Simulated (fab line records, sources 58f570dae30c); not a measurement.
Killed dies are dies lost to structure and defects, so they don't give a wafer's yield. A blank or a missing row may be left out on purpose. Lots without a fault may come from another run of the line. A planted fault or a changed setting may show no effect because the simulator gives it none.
Problem report in the 8D (eight disciplines) form, filled by code | flow berkeley_cmos170 | the parts of the form that need people (team, actions taken, sign-off) are left out

1. THE PROBLEM
PWELL_TW at UCB170_PWELL_TW_MEAS_17 reads a mean of 360 on 6 wafers of 2 lots; wafers without a fault read 378 with a standard deviation of 3.3. That is -5.6 standard deviations from the usual mean.
First seen on wafer L760.1, day 6 02:40, on film_metro-01. The record holds 42 wafers of 14 lots with a number at this step. Rule for "out", or "out of limits": more than 4 standard deviations from the usual mean. The other wafers with a number count as sound.

2. WHAT IT IS AND WHAT IT IS NOT
question                    | is                           | is not
which readings at this step | PWELL_TW                     | -
which lots                  | L760, L767                   | L747, L748, L749, L751, L752, L753, L756, L757, L759, L762, L766, L769
which wafers of those lots  | all that have a number       | -
read on which gauges        | film_metro-01, film_metro-02 | film_metro-04
when                        | from day 6 02:40             | up to then (27 sound wafers); but 9 sound wafers of L762, L766, L769 came after

3. SUSPECTS, AND WHAT RULES EACH OUT
Counting: a tool at a process step up to the reading stays a suspect if it ran every lot that is out and no sound lot after the first of them.
- the gauge at UCB170_PWELL_TW_MEAS_17: ruled out. The wafers that are out were read on 2 gauges (film_metro-01, film_metro-02).
- implanter-04 at UCB170_PWELL_IMPLANT_15: kept. It ran every lot that is out, first L760 (day 6 02:25), and no sound lot after that; its last sound lot up to then is L756 (day 5 22:58). Its own readings are out on those wafers: dose_ions_cm2, faraday_current_uA.
Left after counting: implanter-04 at UCB170_PWELL_IMPLANT_15.

4. THE CAUSE (what the simulator had put in)
Process parameter drift: implanter-04, from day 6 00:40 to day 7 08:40, at UCB170_PWELL_IMPLANT_15. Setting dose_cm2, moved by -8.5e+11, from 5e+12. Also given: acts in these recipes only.
Counting left only this tool.

5. THE CHAIN OF EFFECTS, in route order
Each row: a reading whose mean over the struck wafers that have a number lies more than 3 standard deviations from the usual. Only readings for which the record gives a usual standard deviation are gone through. hours: the time from each lot's start at the first step in this table that gives one to its start at this step, as a median over the lots. sigmas: the change in usual standard deviations.
hours | step                    | reading            | usual | on struck wafers | change | sigmas
0     | UCB170_PWELL_IMPLANT_15 | dose_ions_cm2      | 5e+12 | 4e+12            | -9e+11 | -99 or more
0     | UCB170_PWELL_IMPLANT_15 | faraday_current_uA | 15.8  | 13.1             | -2.7   | -8.8
0     | UCB170_PWELL_TW_MEAS_17 | PWELL_TW           | 378   | 360              | -18    | -5.6
The process steps in it:
- UCB170_PWELL_IMPLANT_15

6. WHAT WOULD HAVE CAUGHT IT SOONER
In this record the first reading out of limits at a measuring or inspecting step was taken at day 6 02:40, 2 hours after the fault began at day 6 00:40.
The tool's own readings at UCB170_PWELL_IMPLANT_15 were out on every struck wafer that the step has a row for (dose_ions_cm2, faraday_current_uA): an alarm limit on them would have fired on the first of those.
Of the lots that are out (2), L767 began UCB170_PWELL_IMPLANT_15 on implanter-04 after day 6 02:40. A hold on the tool at that time would have spared it.
